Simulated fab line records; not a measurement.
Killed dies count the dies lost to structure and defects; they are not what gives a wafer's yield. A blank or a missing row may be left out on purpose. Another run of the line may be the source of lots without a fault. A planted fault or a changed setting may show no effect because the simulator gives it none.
Code-filled problem report in 8D (eight disciplines) form ; flow berkeleyCmos170 ; the parts of the form that need people (team, actions taken, sign-off) are left out

== 1. THE ISSUE ==
Across 12 wafers from 4 lots, NSD_OVL at UCB170_NSD_OVL_MEAS_07 averages -216 nm, while fault-free wafers read 3 nm with a standard deviation of 6.2. That is -35 standard deviations from the usual mean.
Earliest sighting: wafer L502.3 on overlay-02 at day 7 19:03. The record holds 36 wafers of 12 lots with a number at this step. Rule for "out" (also "out of limits"): further than 4 standard deviations from the usual mean. All remaining wafers that have a number are taken as sound.

== 2. WHAT IT IS; WHAT IT IS NOT ==
question;is;is not
which readings at this step;NSD_OVL;-
which lots;L502, L503, L504, L506;L498, L499, L500, L501, L514, L517, L519, L521
which wafers of those lots;all that have a number;-
read on which gauges;overlay-01, overlay-02;-
when;from day 7 19:03;"up to then (12 sound wafers); but 12 sound wafers of L514, L517, L519, L521 came after"

== 3. WHAT RULES OUT EACH SUSPECT ==
Counting: a tool stays on the suspect list if, at a process step up to the reading, it processed all lots that are out and no sound lot following the first of them.
- the gauge at UCB170_NSD_OVL_MEAS_07: ruled out. Those wafers that are out were read across 2 gauges (overlay-01, overlay-02).
- krfScanner-01 at UCB170_NSD_EXPOSE_03 (exposes mask NSELECT MOD, target cd 1200 nm): kept. It processed each lot that is out, first L502 at day 7 18:34, and no sound lot thereafter; up to then, the last sound lot it processed was L500 at day 7 04:37.
The count leaves krfScanner-01 at UCB170_NSD_EXPOSE_03.

== 4. THE CAUSE (what the simulator had put in) ==
Scanner matching overlay: krfScanner-01, from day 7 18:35 on, at UCB170_NSD_EXPOSE_03. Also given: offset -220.
Only this tool survived the counting.

== 5. SEQUENCE OF EFFECTS, ordered by route ==
One row per reading whose mean, taken over the struck wafers that have a number, lies over 3 standard deviations from the usual. Scope: only readings with a usual standard deviation given in the record; hours: median across lots of the time from each lot's start at the first step in this table that gives one to its start at this step; sigmas: change in usual standard deviations.
hours;step;reading;usual;on struck wafers;change;sigmas
0;UCB170_NSD_OVL_MEAS_07;NSD_OVL;3 nm;-216;-219;-35
Later measuring or inspecting steps at which every struck wafer that the step has a row for has a number for every such reading, and none has moved that far: UCB170_SDANNEAL_RS_MEAS_04.

== 6. HOW IT WOULD HAVE BEEN CAUGHT EARLIER ==
0 hours passed between the start of the fault at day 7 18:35 and the first reading out of limits at a measuring or inspecting step in this record, taken at day 7 19:03.
Lots out: 4; of these, L504, L506 started UCB170_NSD_EXPOSE_03 on krfScanner-01 after day 7 19:03. A hold on the tool at that time would have spared those 2.
